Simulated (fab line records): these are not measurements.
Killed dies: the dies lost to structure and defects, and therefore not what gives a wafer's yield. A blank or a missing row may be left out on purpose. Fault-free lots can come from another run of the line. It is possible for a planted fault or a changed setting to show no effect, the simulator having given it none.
Commonality check across tools	flow berkeleyCmos170	Sampled: 14 lots, 42 wafers

## WHAT PROMPTED THE OPENING
2 of 14 lots carry a flag on the reading PWELL_TW at UCB170_PWELL_TW_MEAS_17. Wafers without a fault read 380.5, standard deviation 1.8.
Rule: a lot is flagged in two cases, either no wafer of it has a number, or all its wafers with numbers fall more than 4 standard deviations from that mean. The other lots count as sound.

lot	measured	on	PWELL_TW, wafer by wafer	flag
L628	day 3 07:15	filmMetro-04	381.1 381.8 377.9	
L629	day 3 14:20	filmMetro-02	379.5 379.7 379.3	
L631	day 4 02:06	filmMetro-01	380.3 383.1 379.1	
L630	day 4 02:20	filmMetro-04	378.4 377.4 381.4	
L633	day 4 08:39	filmMetro-01	381.3 383.0 381.8	
L634	day 4 19:25	filmMetro-04	381.3 380.3 379.4	
L635	day 4 19:41	filmMetro-02	378.2 377.8 379.2	
L638	day 5 09:28	filmMetro-01	382.8 382.2 383.9	
L637	day 5 09:44	filmMetro-02	379.2 379.3 378.4	
L639	day 5 18:11	filmMetro-01	381.6 379.1 382.0	
L645	day 7 01:50	filmMetro-01	379.9 382.9 382.3	
L647	day 7 17:35	filmMetro-01	383.5 383.1 383.2	
L648	day 7 17:52	filmMetro-04	339.5 339.6 337.4	FLAGGED
L649	day 8 10:24	filmMetro-01	339.5 340.0 336.7	FLAGGED
Average over the flagged lots: 338.8; offset from the usual -41.7, equal to -23 standard deviations.

## WHICH TOOL RAN EACH LOT
The record holds 1 process step before the reading, out of a route of 331 steps. Read each cell as the tool, then ch plus the chambers that the sampled wafers visited, then the start.
lot	flag	UCB170_PWELL_IMPLANT_15
L628		implanter-03 ch 0, day 3 06:59
L629		implanter-03 ch 0, day 3 14:05
L631		implanter-03 ch 0, day 4 01:51
L630		implanter-02 ch 0, day 4 02:05
L633		implanter-02 ch 0, day 4 08:25
L634		implanter-02 ch 0, day 4 19:11
L635		implanter-03 ch 0, day 4 19:28
L638		implanter-03 ch 0, day 5 09:15
L637		implanter-02 ch 0, day 5 09:30
L639		implanter-03 ch 0, day 5 17:56
L645		implanter-01 ch 0, day 7 01:35
L647		implanter-01 ch 0, day 7 17:20
L648	FLAGGED	implanter-02 ch 0, day 7 17:37
L649	FLAGGED	implanter-02 ch 0, day 8 10:09
What the steps here do:
- UCB170_PWELL_IMPLANT_15
- UCB170_PWELL_TW_MEAS_17

## FLAGGED AGAINST TOTAL, ONE TOOL AT A TIME (gauges that did the reading follow at the end)
step	tool	lots run	flagged	share of the flagged lots	sound lots run after its first flagged lot
UCB170_PWELL_IMPLANT_15	implanter-01	2	0	none	-
UCB170_PWELL_IMPLANT_15	implanter-02	6	2	all	0
UCB170_PWELL_IMPLANT_15	implanter-03	6	0	none	-
UCB170_PWELL_TW_MEAS_17	filmMetro-01	7	1	some	0
UCB170_PWELL_TW_MEAS_17	filmMetro-02	3	0	none	-
UCB170_PWELL_TW_MEAS_17	filmMetro-04	4	1	some	0

## THE TABLE: WHAT IT ALLOWS
In the table, 1 row covers all flagged lots: implanter-02 at UCB170_PWELL_IMPLANT_15.
- implanter-02 at UCB170_PWELL_IMPLANT_15 ran 6 lots, 2 of them flagged. Last sound lot L637 at day 5 09:30, first flagged lot L648 at day 7 17:37; a fault beginning in between fits. Its own readings (doseIonsCm2, faradayCurrentUA) fall more than 4 standard deviations out on all wafers of the flagged lots.
Left over: one tool, implanter-02 at UCB170_PWELL_IMPLANT_15.

## WHAT HAD BEEN PUT IN BY THE SIMULATOR
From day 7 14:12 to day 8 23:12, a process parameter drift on implanter-02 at UCB170_PWELL_IMPLANT_15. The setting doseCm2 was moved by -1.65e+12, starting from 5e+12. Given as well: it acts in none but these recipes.
Shown lots that were struck: L648, L649. The rule given above showed the same thing.
